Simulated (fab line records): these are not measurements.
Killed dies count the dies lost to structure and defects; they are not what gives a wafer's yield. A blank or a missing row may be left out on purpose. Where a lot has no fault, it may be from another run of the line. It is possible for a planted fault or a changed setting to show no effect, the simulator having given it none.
Split-lot trial    flow berkeley_cmos170    on a route of 331 steps: 5 lots, 27 wafers read

## ON THE SPLIT
At UCB170_ACTIVE_OXIDATION_02 (target thk 26.4 nm, ox time 1260 s), the setting ox_time_s was moved away from the recipe's 1260 s on 18 of the 27 wafers read, by -31.8% to +48.9%. The other wafers ran this setting at the recipe's value.

There is no step in the file separating the split from the reading.

## THE READING
At UCB170_ACTIVE_THK_MEAS_03: ACTIVE_OXIDE_THK, given in nm. A value of 26.3 nm with a standard deviation of 0.52 nm is what fault-free wafers of this fab line usually give.

wafer   tool, chamber at the split  ox_time_s as run, s  against the recipe  ACTIVE_OXIDE_THK, nm  against lot-mates on the recipe
L076.1  -, -                        1521                 +20.7%              30.0                  no lot-mate on the recipe
L076.2  -, -                        1521                 +20.7%              29.9                  no lot-mate on the recipe
L076.3  -, -                        1521                 +20.7%              30.1                  no lot-mate on the recipe
L076.4  -, -                        1521                 +20.7%              30.0                  no lot-mate on the recipe
L076.5  -, -                        1521                 +20.7%              29.8                  no lot-mate on the recipe
L076.6  -, -                        1521                 +20.7%              30.0                  no lot-mate on the recipe
L080.2  furnace-02, 0               1260                 recipe              26.7                  -
L080.4  furnace-02, 0               1260                 recipe              26.9                  -
L080.5  furnace-02, 0               1260                 recipe              26.6                  -
L082.1  -, -                        858.7                -31.8%              21.3                  no lot-mate on the recipe
L082.2  -, -                        858.7                -31.8%              21.6                  no lot-mate on the recipe
L082.3  -, -                        858.7                -31.8%              21.4                  no lot-mate on the recipe
L082.4  -, -                        858.7                -31.8%              21.6                  no lot-mate on the recipe
L082.5  -, -                        858.7                -31.8%              21.3                  no lot-mate on the recipe
L082.6  -, -                        858.7                -31.8%              21.5                  no lot-mate on the recipe
L083.1  -, -                        1876                 +48.9%              31.9                  no lot-mate on the recipe
L083.2  -, -                        1876                 +48.9%              31.9                  no lot-mate on the recipe
L083.3  -, -                        1876                 +48.9%              32.5                  no lot-mate on the recipe
L083.4  -, -                        1876                 +48.9%              31.9                  no lot-mate on the recipe
L083.5  -, -                        1876                 +48.9%              32.2                  no lot-mate on the recipe
L083.6  -, -                        1876                 +48.9%              32.0                  no lot-mate on the recipe
L085.1  -, -                        1260                 recipe              25.4                  -
L085.2  -, -                        1260                 recipe              25.8                  -
L085.3  -, -                        1260                 recipe              25.4                  -
L085.4  -, -                        1260                 recipe              25.7                  -
L085.5  -, -                        1260                 recipe              25.5                  -
L085.6  -, -                        1260                 recipe              25.5                  -

FIT RESULTS
A straight line over all 27 wafers: ACTIVE_OXIDE_THK changes by +0.136 nm for each +1% of ox_time_s; r = +0.98; the points scatter about the line by 0.74 nm.
Too few moved wafers have a lot-mate on the recipe to fit a line with each lot's own level taken away.

## THE WHOLE CHAIN: every reading that the file lists as answering this split, in the file's order
step                        what it does                        reading                                                                              change (the file's fit)                r (the file's)
UCB170_ACTIVE_OXIDATION_02  target thk 26.4 nm, ox time 1260 s  SiO2_of_ACTIVE_OXIDATION_02.thk_nm (the simulator's own value, which no gauge read)  +0.136 nm for each +1% of the setting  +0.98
UCB170_ACTIVE_THK_MEAS_03                                       ACTIVE_OXIDE_THK                                                                     +0.136 for each +1% of the setting     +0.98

## FILE'S OWN FIT
ACTIVE_OXIDE_THK changes by +0.136 nm for each +1% of ox_time_s, r = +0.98.
